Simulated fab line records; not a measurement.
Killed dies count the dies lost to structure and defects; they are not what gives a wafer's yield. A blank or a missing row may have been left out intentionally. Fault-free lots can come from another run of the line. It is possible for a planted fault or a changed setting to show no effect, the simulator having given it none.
Which of the tools did it? ; flow rit_cmos ; 14 lots with 42 wafers sampled at 2 steps, on a route of 202 steps

== WHAT EACH GAUGE READ, for each wafer ==
Not one reading of a measure or inspect step in the record can be checked against a usual standard deviation.

== TOOL THAT RAN EACH LOT (tool first, then ch and the chambers of the sampled wafers, then the start) ==
lot;RIT_GATE_OXIDATION_05;RIT_M1_PROBE_99
L297;furnace-04 ch 0, day 2 10:13;prober-01, day 3 15:31
L298;furnace-01 ch 0, day 2 16:04;prober-02, day 3 22:52
L299;furnace-01 ch 0, day 2 22:11;prober-01, day 4 02:10
L300;furnace-01 ch 0, day 2 23:31;prober-02, day 4 04:13
L301;furnace-01 ch 0, day 3 05:22;prober-01, day 4 10:10
L302;furnace-04 ch 0, day 3 12:02;prober-02, day 4 14:35
L308;furnace-04 ch 0, day 4 15:55;prober-02, day 5 18:11
L309;furnace-04 ch 0, day 4 21:44;prober-01, day 5 22:49
L314;furnace-01 ch 0, day 5 23:25;prober-02, day 7 03:42
L315;furnace-01 ch 0, day 6 03:14;prober-01, day 7 06:29
L316;furnace-01 ch 0, day 6 12:18;prober-01, day 7 12:55
L317;furnace-01 ch 0, day 6 13:23;prober-02, day 7 14:55
L319;furnace-03 ch 0, day 7 00:07;prober-02, day 8 05:17
L320;furnace-03 ch 0, day 7 05:49;prober-01, day 8 08:43
- RIT_GATE_OXIDATION_05: target thk 3 nm, ox time 270 s.
- RIT_M1_PROBE_99

== AS READ BY THE TOOLS THEMSELVES (means over the sampled wafers that have a number; for cases with no such wafer, the mark the record gives instead) ==
RIT_GATE_OXIDATION_05. Usual: spike_tc_centre_C 902.6 C, standard deviation 1.2; spike_tc_source_C 921 C, standard deviation 3.2.
lot;tool;spike_tc_centre_C (C);spike_tc_source_C (C);flag
L297;furnace-04;901.2;922;
L298;furnace-01;902.4;918;
L299;furnace-01;902.5;918;
L300;furnace-01;902.1;918;
L301;furnace-01;903.4;918;
L302;furnace-04;900.7;921;
L308;furnace-04;903.0;921;
L309;furnace-04;903.1;921;
L314;furnace-01;902.2;919;
L315;furnace-01;903.5;918;
L316;furnace-01;901.5;918;
L317;furnace-01;902.3;917;
L319;furnace-03;902.9;925;
L320;furnace-03;903.6;926;

RIT_M1_PROBE_99. Usual: killed_at_contacts 0.1, standard deviation 0.34; killed_at_front_end 6.9, standard deviation 2.8; killed_dies 7.1, standard deviation 2.8; killed_on_rim 1.8, standard deviation 1.3; killed_open 3.4, standard deviation 1.9; killed_short 3.6, standard deviation 1.7.
lot;tool;killed_at_contacts;killed_at_front_end;killed_dies;killed_on_rim;killed_open;killed_short;flag
L297;prober-01;0.3;8.7;9.0;2.0;3.3;5.7;
L298;prober-02;0.0;8.3;8.3;3.7;4.3;4.0;
L299;prober-01;0.0;7.0;7.0;2.3;4.7;2.3;
L300;prober-02;0.0;5.7;5.7;2.7;2.0;3.7;
L301;prober-01;0.0;6.0;6.0;2.3;3.0;3.0;
L302;prober-02;0.0;8.0;8.0;1.7;3.0;5.0;
L308;prober-02;0.0;104.3;104.3;26.7;3.3;2.0;OFF
L309;prober-01;0.0;104.3;104.3;28.0;2.0;4.7;OFF
L314;prober-02;0.0;6.3;6.3;1.0;2.7;3.7;
L315;prober-01;0.0;4.3;4.3;2.0;2.3;2.0;
L316;prober-01;0.0;7.0;7.0;2.3;3.3;3.7;
L317;prober-02;0.0;9.7;9.7;1.7;5.0;4.7;
L319;prober-02;0.0;5.7;5.7;0.3;2.3;3.3;
L320;prober-01;0.0;8.0;8.0;1.7;3.0;5.0;

== THE ANSWER, worked out from the rows above alone ==
Rule: take the mean of a lot's wafers that have a number; if it is more than 3 standard deviations from the usual mean, the lot is off. Also off: a lot with no number at a reading for which 4 or more lots have one. The other lots that the step has rows for count as sound. The gauges are gone through in route order, then the tools' own readings, and for those a lot's mean is taken as printed above. At the first step where some lot is off, the reading lying furthest off is the one used; lots without a number count as furthest.
Off, at RIT_M1_PROBE_99 on killed_at_front_end: L308, L309.
A tool fits if, at that step or a process step before it, it ran every lot that is off, and no sound lot after the first of them. One candidate fits, namely furnace-04 at RIT_GATE_OXIDATION_05. A fault onset in the window from L302 (day 3 12:02, its last sound lot) to L308 (day 4 15:55, its first lot off) fits.

== WHAT THE SIMULATOR HAD INSERTED ==
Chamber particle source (furnace-04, RIT_GATE_OXIDATION_05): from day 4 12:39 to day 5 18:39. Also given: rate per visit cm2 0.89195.
Shown lots that were struck: L308, L309. The same result came from the rule above.
